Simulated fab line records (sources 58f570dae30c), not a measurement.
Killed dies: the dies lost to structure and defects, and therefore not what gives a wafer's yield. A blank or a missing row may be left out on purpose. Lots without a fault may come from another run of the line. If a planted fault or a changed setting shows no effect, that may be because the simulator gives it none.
fab line records	flow berkeley-cmos170	part 2 of 2: steps 31 to 43 of 43
record lots=5	wafers=15	last-day=11
route steps=331 shown CONTACT@224 M1@238 V1@254
lots untouched by any fault: they come from a run of this same line in which no faults occurred
start-h: hours from the record's first day to the start of the lot's first wafer shown	wait-h: how many hours have passed since the lot's step before this one	" same as the row above	L1.1+2: a row that stands for several wafers	- value missing, or start not given	* or withheld: withheld	< > ~ a bound
route shown NAME@n: names a module that has steps shown in the file, with the first one's number in the route	usual: mean/standard deviation of fault-free wafers	same: alike in all rows	chamber/n: place in a boat	sites: per-site readings	_std_site: standard deviation of those values	_edge_site: the outer-site mean with the inner-site mean subtracted	radius-mm: for every site, how far away it sits from the centre of the wafer	mask NAME#n: copy n	behind: tool/chamber where the wafer was last shaped	hold: what put the lot on hold/how long, in hours/how the hold closed	device: the n, p or np transistor that did not switch	end of line: tests run on the same wafers once the route is complete	a step without rows: its recipe alone	killed: the dies lost at the first sort to structure and to defects; this is not the yield of the wafer	map: per-die view of a wafer (x killed, . not killed, _ where there is no die)
set.NAME: the setting the step ran with; set.NAME@STEP: the setting that earlier step ran with	model.NAME: the simulator's own value behind a step, which no gauge read
lots at selected steps of the route; one table per step, one row per wafer
services: the hour from which a tool's chamber was out of use, counted from the record's first day as start-h (under 0 if before that day), plus the number of hours and why
## steps
# step UCB170_V1_CVD_00
# recipe material=SiO2	target-thk-nm=2000	temp-c=390	precursor=TEOS/O2	time-s=250	rf-w=550	pressure-mtorr=9000
# usual heater-power-w=231/53
lot.wafer	tool	chamber	start-h	wait-h	heater-power-w
L077.3	pecvd-01	0	163.13	0.0	196
L077.4	"	1	"	"	198
L077.6	"	2	"	"	254
L083.1	pecvd-02	1	192.29	0.0	223
L083.3	"	2	"	"	253
L083.6	"	2	"	"	316
L089.3	pecvd-01	0	222.87	0.2	184
L089.4	"	0	"	"	142
L089.6	"	1	"	"	186
L092.2	pecvd-02	1	234.59	0.0	245
L092.4	"	1	"	"	285
L092.5	"	0	"	"	223
L096.1	pecvd-01	1	257.58	0.0	256
L096.3	"	0	"	"	153
L096.6	"	1	"	"	187
# step UCB170_V1_THK_MEAS_01
# recipe reads=SiO2_of_V1_CVD_00
# usual V1_TEOS_THK=1993/27
lot.wafer	tool	chamber	start-h	wait-h	V1_TEOS_THK[nm]
L077.3	film-metro-02	-	163.31	0.1	2019
L077.4	"	-	"	"	2005
L077.6	"	-	"	"	1987
L083.1	film-metro-02	-	192.45	0.1	1965
L083.3	"	-	"	"	1936
L083.6	"	-	"	"	1984
L089.3	film-metro-04	-	223.05	0.1	2000
L089.4	"	-	"	"	2031
L089.6	"	-	"	"	2004
L092.2	film-metro-04	-	234.75	0.1	1984
L092.4	"	-	"	"	2004
L092.5	"	-	"	"	2021
L096.1	film-metro-04	-	257.73	0.1	1994
L096.3	"	-	"	"	1985
L096.6	"	-	"	"	2016
# step UCB170_V1_CMP_02
# recipe material=SiO2	down-force-psi=6	platen-rpm=60	pad-velocity-m-s=0.75398
# usual motor-current-A=15.9/1.6	slurry-filter-dp-kPa=13.49/0.14	slurry-flow-ml-min=150.0/0.43
lot.wafer	tool	chamber	start-h	wait-h	motor-current-A	slurry-filter-dp-kPa	slurry-flow-ml-min
L077.3	cmp-01	0	163.35	0.0	16.9	13.59	151.2
L077.4	"	3	"	"	16.9	13.73	150.1
L077.6	"	0	"	"	16.6	13.29	151.0
L083.3	cmp-01	1	192.56	0.1	12.9	13.21	149.9
L083.1	"	2	"	"	14.3	13.32	150.3
L083.6	"	1	"	"	13.0	13.63	149.9
L089.4	cmp-02	3	223.23	0.2	16.4	13.57	149.9
L089.3	"	2	"	"	18.2	13.21	149.9
L089.6	"	0	"	"	16.3	13.32	149.9
L092.2	cmp-01	2	234.80	0.0	14.6	13.53	150.0
L092.4	"	1	"	"	12.8	13.55	149.9
L092.5	"	3	"	"	17.0	13.52	150.9
L096.1	cmp-02	2	258.39	0.7	17.8	13.24	150.6
L096.3	"	3	"	"	16.1	13.47	151.1
L096.6	"	2	"	"	18.0	13.44	150.2
# step UCB170_V1_BOW_MEAS_03
# recipe mode=bow
# usual V1_BOW=20/5.7
lot.wafer	tool	chamber	start-h	wait-h	V1_BOW[um]
L077.3	film-metro-04	-	163.69	0.3	21
L077.4	"	-	"	"	16
L077.6	"	-	"	"	22
L083.1	film-metro-02	-	192.81	0.1	17
L083.3	"	-	"	"	15
L083.6	"	-	"	"	23
L089.3	film-metro-02	-	223.57	0.1	13
L089.4	"	-	"	"	14
L089.6	"	-	"	"	9
L092.2	film-metro-01	-	235.12	0.3	18
L092.4	"	-	"	"	9
L092.5	"	-	"	"	14
L096.1	film-metro-01	-	258.69	0.2	14
L096.3	"	-	"	"	23
L096.6	"	-	"	"	24
# step UCB170_V1_THK_MEAS_04
# recipe reads=SiO2_of_V1_CVD_00
# usual V1_POLISHED_THK=999.2/1.6
lot.wafer	tool	chamber	start-h	wait-h	V1_POLISHED_THK[nm]
L077.3	film-metro-04	-	163.79	0.1	997.6
L077.4	"	-	"	"	1000.8
L077.6	"	-	"	"	999.3
L083.1	film-metro-02	-	192.93	0.1	998.2
L083.3	"	-	"	"	998.8
L083.6	"	-	"	"	999.7
L089.3	film-metro-02	-	223.67	0.1	999.4
L089.4	"	-	"	"	997.8
L089.6	"	-	"	"	997.0
L092.2	film-metro-01	-	235.23	0.1	998.5
L092.4	"	-	"	"	999.2
L092.5	"	-	"	"	998.3
L096.1	film-metro-01	-	258.81	0.1	997.0
L096.3	"	-	"	"	997.9
L096.6	"	-	"	"	996.3
# step UCB170_V1_CLEAN_05
# recipe chemistry=DIW
lot.wafer	tool	chamber	start-h	wait-h
L077.3+4+6	wet-bench-04	3	164.51	0.7
L083.1+3+6	wet-bench-04	0	194.48	1.5
L089.3+4+6	wet-bench-02	2	223.71	0.0
L092.2+4+5	wet-bench-02	0	235.28	0.0
L096.1+3+6	wet-bench-02	1	258.87	0.1
# step UCB170_V1_HMDS_06
# recipe prime-time-s=60	prime-temp-c=100
lot.wafer	tool	chamber	start-h	wait-h
L077.3+4+6	litho-track-03	0	164.75	0.1
L083.1+3+6	litho-track-03	0	194.88	0.2
L089.3+4+6	litho-track-02	0	224.16	0.3
L092.2+4+5	litho-track-03	0	235.48	0.0
L096.1+3+6	litho-track-02	0	259.05	0.0
# step UCB170_V1_COAT_07
# recipe resist=KrF	spin-rpm=1500	resist-thk-nm=900
lot.wafer	tool	chamber	start-h	wait-h
L077.3+4+6	litho-track-03	0	164.90	0.1
L083.1+3+6	litho-track-03	0	195.03	0.1
L089.3+4+6	litho-track-02	0	224.31	0.1
L092.2+4+5	litho-track-03	0	235.63	0.1
L096.1+3+6	litho-track-02	0	259.20	0.1
# step UCB170_V1_SOFTBAKE_08
# recipe resist=KrF	temp-c=130	time-s=60
lot.wafer	tool	chamber	start-h	wait-h
L077.3+4+6	litho-track-03	0	165.05	0.1
L083.1+3+6	litho-track-03	0	195.18	0.1
L089.3+4+6	litho-track-02	0	224.46	0.1
L092.2+4+5	litho-track-03	0	235.78	0.1
L096.1+3+6	litho-track-02	0	259.35	0.1
# step UCB170_V1_EXPOSE_09
# recipe mask-id=VIA1	target-cd-nm=700	na=0.5	sigma-outer=0.6	source-shape=conventional	dose-mj=37
lot.wafer	tool	chamber	start-h	wait-h	mask
L077.3+4+6	krf-scanner-01	0	165.19	0.1	VIA1#0
L083.1+3+6	krf-scanner-02	0	195.46	0.2	VIA1#0
L089.3+4+6	krf-scanner-01	0	224.93	0.4	VIA1#0
L092.2+4+5	krf-scanner-01	0	235.93	0.1	VIA1#0
L096.1+3+6	krf-scanner-02	0	259.68	0.3	VIA1#0
# step UCB170_V1_PEB_10
# recipe peb-temp-c=130	peb-time-s=withheld	resist=KrF
lot.wafer	tool	chamber	start-h	wait-h
L077.3+4+6	litho-track-03	0	165.68	0.5
L083.1+3+6	litho-track-01	0	196.17	0.7
L089.3+4+6	litho-track-03	0	225.05	0.1
L092.2+4+5	litho-track-01	0	236.05	0.1
L096.1+3+6	litho-track-02	0	259.80	0.1
# step UCB170_V1_DEVELOP_11
# recipe developer=TMAH	develop-time-s=45	resist=KrF	dev-temp-c=21
lot.wafer	tool	chamber	start-h	wait-h
L077.3+4+6	litho-track-03	0	-	-
L083.1+3+6	litho-track-01	0	-	-
L089.3+4+6	litho-track-03	0	-	-
L092.2+4+5	litho-track-01	0	-	-
L096.1+3+6	litho-track-02	0	-	-
# step UCB170_V1_CD_MEAS_12
# recipe target-cd-nm=700
# usual cd-nm=700.1/1.5
lot.wafer	tool	chamber	start-h	wait-h	cd-nm
L077.3	cd-sem-02	-	165.94	-	700.2
L077.4	"	-	"	"	701.0
L077.6	"	-	"	"	699.9
L083.1	cd-sem-02	-	196.45	-	700.5
L083.3	"	-	"	"	702.0
L083.6	"	-	"	"	700.2
L089.3	cd-sem-01	-	225.32	-	700.3
L089.4	"	-	"	"	701.1
L089.6	"	-	"	"	700.8
L092.2	cd-sem-02	-	236.32	-	699.4
L092.4	"	-	"	"	699.5
L092.5	"	-	"	"	699.6
L096.1	cd-sem-02	-	260.08	-	698.2
L096.3	"	-	"	"	699.6
L096.6	"	-	"	"	698.1
## services
tool	chamber	start-h	hours	kind
krf-scanner-02	-	135.10	1.3	pm
cmp-02	-	137.45	5.1	repair
pvd-sputter-02	-	140.75	1.0	repair
rie-diel-01	0	141.44	3.4	repair
rie-diel-01	1	149.65	1.7	repair
rie-diel-04	-	155.29	2.0	repair
plasma-asher-04	-	160.27	5.2	repair
krf-scanner-02	-	163.53	3.2	repair
rie-diel-01	1	165.23	56.0	repair
rie-diel-04	1	165.85	1.8	repair
pvd-sputter-02	-	168.72	22.3	repair
rie-diel-03	0	169.27	5.4	repair
krf-scanner-01	-	177.70	1.0	pm
cmp-02	-	178.44	0.6	repair
rie-diel-04	-	178.74	2.8	pm
rie-metal-01	-	186.15	1.4	pm
krf-scanner-01	-	187.46	1.3	pm
wet-bench-03	-	188.77	6.8	repair
pecvd-01	-	193.76	2.8	pm
krf-scanner-02	-	199.85	0.3	repair
pecvd-01	-	204.00	1.2	repair
krf-scanner-02	-	240.95	4.0	pm
rie-diel-03	-	243.52	15.6	pm
plasma-asher-01	-	243.73	4.2	repair
